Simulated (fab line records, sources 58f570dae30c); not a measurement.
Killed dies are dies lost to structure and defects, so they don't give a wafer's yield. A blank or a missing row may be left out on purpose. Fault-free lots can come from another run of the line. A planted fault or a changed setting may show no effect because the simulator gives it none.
Problem report, 8D (eight disciplines) form, completed by code | flow berkeley-cmos170 | the parts of the form that need people (team, actions taken, sign-off) are left out

== 1. PROBLEM STATEMENT ==
Mean M1_AL_RS at UCB170_M1_RS_MEAS_01: 0.1308 ohm/sq over 2 wafers in 2 lots; fault-free wafers: 0.0467 ohm/sq, standard deviation 0.00051. That is +99 or more standard deviations from the usual mean.
The step: measures by four-point-probe.
Earliest sighting: wafer L596.5 on film-metro-03 at day 10 09:46. The record has a number at this step for 38 wafers belonging to 14 lots. By rule, "out" or "out of limits" means more than 4 standard deviations away from the usual mean. The other wafers with a number count as sound.

== 2. WHAT IT IS, AND WHAT IT ISN'T ==
question                    | is                           | is not
which readings at this step | M1_AL_RS                     | -
which lots                  | L596, L602                   | L583, L584, L588, L589, L591, L592, L594, L595, L597, L598, L599, L600
which wafers of those lots  | all that have a number       | -
read on which gauges        | film-metro-03, film-metro-04 | film-metro-02
when                        | from day 10 09:46            | up to then (33 sound wafers); but 3 sound wafers of L600 came after

== 3. SUSPECTS, AND WHAT RULES EACH OUT ==
Counting: any tool at a process step up to the reading is kept as a suspect provided that every lot that is out went through it and no sound lot did after the first of them.
- the gauge at UCB170_M1_RS_MEAS_01: ruled out. Those wafers that are out were read across 2 gauges (film-metro-03, film-metro-04).
- pvd-sputter-04 at UCB170_M1_SPUTTER_00 (material Al, target thk 600 nm, time 80 s): kept. It processed each lot that is out, first L596 at day 10 09:40, and no sound lot thereafter; up to then, the last sound lot it processed was L597 at day 10 08:44.
The count leaves pvd-sputter-04 at UCB170_M1_SPUTTER_00.

== 4. THE CAUSE (what the simulator had put in) ==
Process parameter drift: pvd-sputter-04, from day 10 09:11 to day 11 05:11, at UCB170_M1_SPUTTER_00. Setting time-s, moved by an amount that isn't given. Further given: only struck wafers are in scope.
Only this tool survived the counting.

== 5. THE EFFECT CHAIN, in route order ==
One row per reading whose mean, taken over the struck wafers that have a number, lies over 3 standard deviations from the usual. Scope: only readings with a usual standard deviation given in the record; hours: median across lots of the time from each lot's start at the first step in this table that gives one to its start at this step; sigmas: change in usual standard deviations.
hours | step                    | reading        | usual         | on struck wafers | change  | sigmas
0     | UCB170_M1_RS_MEAS_01    | M1_AL_RS       | 0.0467 ohm/sq | 0.1308           | +0.0841 | +99 or more
3     | UCB170_M1_THK_MEAS_02   | M1_AL_THK      | 619 nm        | 226              | -392    | -59
8     | UCB170_M1_METAL_ETCH_12 | oes-product-au | 0.880 a.u.    | 0.556            | -0.324  | -19
Its process steps:
- UCB170_M1_METAL_ETCH_12: etches Al in Cl2/BCl3, stops on PSG, target depth 780 nm, time 130 s.

== 6. WHAT WOULD HAVE CAUGHT IT SOONER ==
In this record the first reading out of limits at a measuring or inspecting step was taken at day 10 09:46, 1 hour after the fault began at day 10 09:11.
An alarm limit of 4 standard deviations would not have fired on the tool readings at UCB170_M1_SPUTTER_00 for which the record gives a usual standard deviation, since none of them was out on any struck wafer.
Among the 2 lots that are out, L602 began UCB170_M1_SPUTTER_00 on pvd-sputter-04 after day 10 09:46. Holding the tool at that time would have saved it.
